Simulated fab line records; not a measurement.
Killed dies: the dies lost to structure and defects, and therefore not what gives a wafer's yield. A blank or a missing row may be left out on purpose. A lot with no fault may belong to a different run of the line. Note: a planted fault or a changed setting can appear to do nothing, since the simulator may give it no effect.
fab line records	flow berkeley-cmos170
record: lots: 7	wafers: 21	last-day: 13
route steps=331 shown M1@251 V1@254
lots that met no fault: from a run of the same line without faults
start-h: the number of hours between the record's first day and the start of the first shown wafer of the lot	wait-h: hours elapsed since this lot's preceding step	" identical to the entry in the row above	L1.1+2: several wafers, shown together as one row	- no value present, or no start provided	* or withheld: withheld	< > ~ a bound
route shown NAME@n: NAME is a module with steps in the file, n the number in the route of the first one	usual: mean and standard deviation over wafers with no fault	same: alike in all rows	chamber/n: place in a boat	sites: readings site by site	_std_site: the standard deviation of these	_edge_site: mean of outer sites minus mean of inner sites	radius-mm: for every site, how far away it sits from the centre of the wafer	mask NAME#n: copy n	behind: the last tool/chamber to shape the wafer	hold: what put the lot on hold/how long, in hours/how the hold closed	device: transistor that didn't switch, given as n, p or np	end of line: tests run on the same wafers once the route is complete	step lacking rows: just its recipe	killed: dies that structure and defects cost at the first sort, which is not the same as the wafer's yield	map: the dies of a wafer, with x for killed, . for not killed, _ for no die there
set.NAME: the run value of the setting; set.NAME@STEP: its run value at that earlier step	model.NAME: the simulator's own value behind a step, which no gauge read
lots at selected steps of the route; one table per step, one row per wafer
services: a tool's chamber out of use, with start hour (start-h, from the record's first day; less than 0 if before it), hours out, and reason
== steps ==
step: UCB170_M1_STRIP_13
recipe: chemistry: O2	power-w: 400	pressure-mtorr: 3500	platen-temp-c: withheld	o2-flow-sccm: 400	overash-fraction: 0.5
usual: drypump-motor-current-A: 5.7/0.71	oes-product-au: 0.720/0.0043
lot.wafer	tool	chamber	start-h	wait-h	drypump-motor-current-A	oes-product-au	rf-hours-counter-h
L493.1	plasma-asher-03	1	194.49	0.1	4.7	0.721	8
L493.2	"	0	"	"	6.3	0.718	8
L493.6	"	1	"	"	4.7	0.713	-
L495.4	plasma-asher-04	0	200.90	0.1	5.0	0.721	-
L495.5	"	1	"	"	6.6	0.724	-
L495.6	"	0	"	"	4.9	0.727	-
L496.1	plasma-asher-01	0	214.42	0.1	5.8	0.712	47
L496.3	"	0	"	"	5.8	0.721	-
L496.4	"	1	"	"	6.1	0.720	-
L498.2	plasma-asher-04	1	214.66	0.1	6.6	0.726	55
L498.3	"	1	"	"	6.6	0.715	-
L498.6	"	0	"	"	5.0	0.724	-
L501.2	plasma-asher-04	0	224.58	0.1	5.0	0.720	56
L501.3	"	1	"	"	6.6	0.724	-
L501.5	"	0	"	"	5.0	0.719	-
L510.1	plasma-asher-03	0	283.57	0.1	6.3	0.726	17
L510.4	"	0	"	"	6.3	0.723	-
L510.6	"	1	"	"	4.8	0.717	-
L511.1	plasma-asher-04	1	300.41	0.1	6.6	0.722	65
L511.4	"	1	"	"	6.6	0.721	-
L511.5	"	0	"	"	5.0	0.721	-
step: UCB170_M1_CD_MEAS_90
recipe: target-cd-nm: 700
usual: cd-nm: 700.2/2.4
lot.wafer	tool	chamber	start-h	wait-h	cd-nm
L493.1	cd-sem-01	-	194.59	0.1	696.1
L493.2	"	-	"	"	700.8
L493.6	"	-	"	"	700.6
L495.4	cd-sem-01	-	201.02	0.1	703.2
L495.5	"	-	"	"	702.6
L495.6	"	-	"	"	701.3
L496.1	cd-sem-01	-	214.69	0.2	700.6
L496.3	"	-	"	"	700.2
L496.4	"	-	"	"	700.0
L498.2	cd-sem-01	-	214.83	0.1	701.1
L498.3	"	-	"	"	699.5
L498.6	"	-	"	"	697.0
L501.2	cd-sem-01	-	224.70	0.1	699.7
L501.3	"	-	"	"	699.6
L501.5	"	-	"	"	698.3
L510.1	cd-sem-01	-	283.67	0.1	698.3
L510.4	"	-	"	"	695.3
L510.6	"	-	"	"	699.6
L511.1	cd-sem-01	-	300.56	0.1	701.2
L511.4	"	-	"	"	700.4
L511.5	"	-	"	"	699.1
step: UCB170_M1_ANNEAL_14
recipe: temp-c: 400	time-s: 1200	ambient: forming-gas
step: UCB170_V1_CVD_00
recipe: material: SiO2	target-thk-nm: 2000	temp-c: 390	precursor: TEOS/O2	time-s: 250	rf-w: 550	pressure-mtorr: 9000
usual: heater-power-w: 257/65
lot.wafer	tool	chamber	start-h	wait-h	heater-power-w
L493.1	pecvd-03	1	196.04	0.0	276
L493.2	"	2	"	"	246
L493.6	"	2	"	"	165
L495.4	pecvd-02	0	202.49	0.1	200
L495.5	"	2	"	"	299
L495.6	"	1	"	"	157
L496.1	pecvd-01	2	216.80	0.0	281
L496.3	"	0	"	"	255
L496.4	"	1	"	"	209
L498.2	pecvd-03	1	216.80	0.0	218
L498.3	"	2	"	"	229
L498.6	"	2	"	"	159
L501.2	pecvd-02	2	226.14	0.0	366
L501.3	"	1	"	"	220
L501.5	"	0	"	"	288
L510.1	pecvd-01	2	285.12	0.0	279
L510.4	"	1	"	"	211
L510.6	"	2	"	"	191
L511.1	pecvd-02	0	303.34	0.0	295
L511.4	"	1	"	"	165
L511.5	"	2	"	"	405
step: UCB170_V1_THK_MEAS_01
recipe: reads: SiO2_of_V1_CVD_00
usual: V1_TEOS_THK: 2001/29
lot.wafer	tool	chamber	start-h	wait-h	V1_TEOS_THK[nm]
L493.1	film-metro-01	-	196.20	0.1	1981
L493.2	"	-	"	"	2040
L493.6	"	-	"	"	2043
L495.4	film-metro-02	-	202.60	0.0	2015
L495.5	"	-	"	"	1977
L495.6	"	-	"	"	1990
L496.1	film-metro-03	-	216.96	0.1	1991
L496.3	"	-	"	"	2004
L496.4	"	-	"	"	1998
L498.2	film-metro-02	-	216.97	0.1	1997
L498.3	"	-	"	"	2005
L498.6	"	-	"	"	2039
L501.2	film-metro-03	-	226.30	0.1	1995
L501.3	"	-	"	"	2009
L501.5	"	-	"	"	2003
L510.1	film-metro-03	-	285.28	0.1	1977
L510.4	"	-	"	"	2037
L510.6	"	-	"	"	2035
L511.1	film-metro-01	-	303.49	0.1	1956
L511.4	"	-	"	"	1999
L511.5	"	-	"	"	1983
step: UCB170_V1_CMP_02
recipe: material: SiO2	down-force-psi: 6	platen-rpm: 60	pad-velocity-m-s: 0.75398
usual: motor-current-A: 16.1/2
lot.wafer	tool	chamber	start-h	wait-h	motor-current-A
L493.1	cmp-01	3	196.31	0.1	13.5
L493.2	"	1	"	"	19.6
L493.6	"	2	"	"	15.1
L495.4	cmp-02	0	202.73	0.1	14.6
L495.6	"	2	"	"	20.0
L495.5	"	3	"	"	16.8
L496.3	cmp-02	2	217.02	0.0	18.6
L496.4	"	3	"	"	16.9
L496.1	"	1	"	"	14.6
L498.3	cmp-01	1	217.12	0.1	18.1
L498.2	"	2	"	"	16.4
L498.6	"	0	"	"	14.2
L501.3	cmp-02	1	226.35	0.0	14.7
L501.2	"	0	"	"	14.5
L501.5	"	1	"	"	14.1
L510.4	cmp-01	3	285.44	0.1	12.6
L510.1	"	0	"	"	14.2
L510.6	"	2	"	"	16.7
L511.4	cmp-01	2	303.55	0.0	16.1
L511.1	"	3	"	"	13.8
L511.5	"	3	"	"	13.2
step: UCB170_V1_BOW_MEAS_03
recipe: mode: bow
usual: V1_BOW: 19/6.7
lot.wafer	tool	chamber	start-h	wait-h	V1_BOW[um]
L493.1	film-metro-01	-	196.56	0.2	9
L493.2	"	-	"	"	16
L493.6	"	-	"	"	26
L495.4	film-metro-01	-	202.99	0.2	20
L495.5	"	-	"	"	21
L495.6	"	-	"	"	16
L496.1	film-metro-03	-	217.32	0.1	19
L496.3	"	-	"	"	22
L496.4	"	-	"	"	29
L498.2	film-metro-02	-	217.35	0.1	13
L498.3	"	-	"	"	19
L498.6	"	-	"	"	19
L501.2	film-metro-02	-	226.67	0.1	25
L501.3	"	-	"	"	18
L501.5	"	-	"	"	6
L510.1	film-metro-01	-	285.64	0.1	12
L510.4	"	-	"	"	18
L510.6	"	-	"	"	16
L511.1	film-metro-01	-	303.85	0.2	21
L511.4	"	-	"	"	18
L511.5	"	-	"	"	14
step: UCB170_V1_THK_MEAS_04
recipe: reads: SiO2_of_V1_CVD_00
usual: V1_POLISHED_THK: 1000.2/1.1
lot.wafer	tool	chamber	start-h	wait-h	V1_POLISHED_THK[nm]
L493.1	film-metro-01	-	196.68	0.1	1000.7
L493.2	"	-	"	"	1001.9
L493.6	"	-	"	"	1001.6
L495.4	film-metro-01	-	203.08	0.1	1001.2
L495.5	"	-	"	"	1001.5
L495.6	"	-	"	"	1001.6
L496.1	film-metro-03	-	217.44	0.1	1001.1
L496.3	"	-	"	"	1000.1
L496.4	"	-	"	"	999.8
L498.2	film-metro-02	-	217.46	0.1	1000.8
L498.3	"	-	"	"	1000.6
L498.6	"	-	"	"	1000.3
L501.2	film-metro-02	-	226.78	0.1	999.0
L501.3	"	-	"	"	1000.7
L501.5	"	-	"	"	1000.9
L510.1	film-metro-01	-	285.76	0.1	1000.0
L510.4	"	-	"	"	998.8
L510.6	"	-	"	"	999.7
L511.1	film-metro-01	-	303.97	0.1	1000.9
L511.4	"	-	"	"	1000.5
L511.5	"	-	"	"	999.8
step: UCB170_V1_CLEAN_05
recipe: chemistry: DIW
step: UCB170_V1_HMDS_06
recipe: prime-time-s: 60	prime-temp-c: 100
step: UCB170_V1_COAT_07
recipe: resist: KrF	spin-rpm: 1500	resist-thk-nm: 900
step: UCB170_V1_SOFTBAKE_08
recipe: resist: KrF	temp-c: 130	time-s: 60
step: UCB170_V1_EXPOSE_09
recipe: mask-id: VIA1	target-cd-nm: 700	na: 0.5	sigma-outer: 0.6	source-shape: conventional	dose-mj: 37
usual: exposure-dose-mJ-cm2: 36.98/0.041	focus-offset-nm: 0.0/0.49	sigma-outer: 0.6/0
lot.wafer	tool	chamber	start-h	wait-h	mask	exposure-dose-mJ-cm2	focus-offset-nm	sigma-outer
L493.1	krf-scanner-02	0	197.50	0.2	VIA1#0	36.94	-0.2	0.6
L493.2	"	0	"	"	VIA1#0	36.90	0.5	0.6
L493.6	"	0	"	"	VIA1#0	36.95	0.2	0.6
L495.4	krf-scanner-02	0	204.11	0.3	VIA1#0	36.97	1.3	0.6
L495.5	"	0	"	"	VIA1#0	36.99	0.7	0.6
L495.6	"	0	"	"	VIA1#0	36.96	0.3	0.6
L496.1	krf-scanner-02	-	218.12	0.1	VIA1#0	-	-	-
L496.3	"	-	"	"	VIA1#0	-	-	-
L496.4	"	-	"	"	VIA1#0	-	-	-
L498.2	krf-scanner-02	-	218.31	0.1	VIA1#0	-	-	-
L498.3	"	-	"	"	VIA1#0	-	-	-
L498.6	"	-	"	"	VIA1#0	-	-	-
L501.2	krf-scanner-01	-	227.60	0.2	VIA1#0	-	-	-
L501.3	"	-	"	"	VIA1#0	-	-	-
L501.5	"	-	"	"	VIA1#0	-	-	-
L510.1	krf-scanner-02	0	286.54	0.1	VIA1#0	36.95	-0.1	0.6
L510.4	"	0	"	"	VIA1#0	36.98	-0.6	0.6
L510.6	"	0	"	"	VIA1#0	36.95	0.6	0.6
L511.1	krf-scanner-02	0	304.94	0.1	VIA1#0	36.95	0.2	0.6
L511.4	"	0	"	"	VIA1#0	36.91	0.9	0.6
L511.5	"	0	"	"	VIA1#0	36.97	0.3	0.6
step: UCB170_V1_PEB_10
recipe: peb-temp-c: 130	peb-time-s: withheld	resist: KrF
== services ==
tool	chamber	start-h	hours	kind
pecvd-01	-	171.11	2.8	pm
pecvd-03	1	173.86	2.3	repair
cmp-02	-	173.97	4.7	pm
plasma-asher-04	-	197.11	0.4	repair
pecvd-03	1	197.62	4.6	repair
pecvd-01	-	202.87	5.9	repair
plasma-asher-04	-	204.01	1.1	repair
cmp-02	-	208.25	5.0	pm
krf-scanner-01	-	211.86	7.5	repair
cmp-02	-	219.54	6.8	repair
krf-scanner-01	-	220.09	1.3	pm
cmp-02	-	232.00	4.0	pm
cmp-02	-	240.65	1.7	repair
plasma-asher-03	-	241.74	1.7	repair
pecvd-01	-	254.77	0.3	repair
krf-scanner-02	-	259.07	1.3	pm
krf-scanner-01	-	261.72	0.2	repair
krf-scanner-02	-	263.61	1.0	pm
krf-scanner-01	-	267.40	1.0	pm
krf-scanner-02	-	275.58	0.8	pm
cmp-02	-	279.49	0.3	repair
pecvd-01	-	286.90	3.0	repair
plasma-asher-01	-	289.10	13.0	repair
krf-scanner-01	-	290.74	0.8	pm
== key ==
first-sign: step: UCB170_V1_EXPOSE_09	reading: tool-record	direction: missing
effect none on later readings
met-at UCB170_V1_EXPOSE_09
struck-wafers L496.1,L496.3,L496.4,L498.2,L498.3,L498.6,L501.2,L501.3,L501.5
later-rows-left-out L496.1,L496.3,L496.4,L498.2,L498.3,L498.6,L501.2,L501.3,L501.5
sort-left-out L496.1,L496.3,L496.4,L498.2,L498.3,L498.6,L501.2,L501.3,L501.5
onset-between 204.11 218.12
fault: kind: skipped-step-whole	tool: krf-scanner-01,krf-scanner-02	chamber: -	onset-h: 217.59	steps: UCB170_V1_EXPOSE_09	scope: struck-lots-only
sort-left-out: the simulated sort isn't trusted on such a fault, so these wafers' sort isn't shown, and their yield isn't known
later-rows-left-out: the simulator's readings of these wafers behind a module that went badly wrong aren't trusted and aren't shown, but for the sort
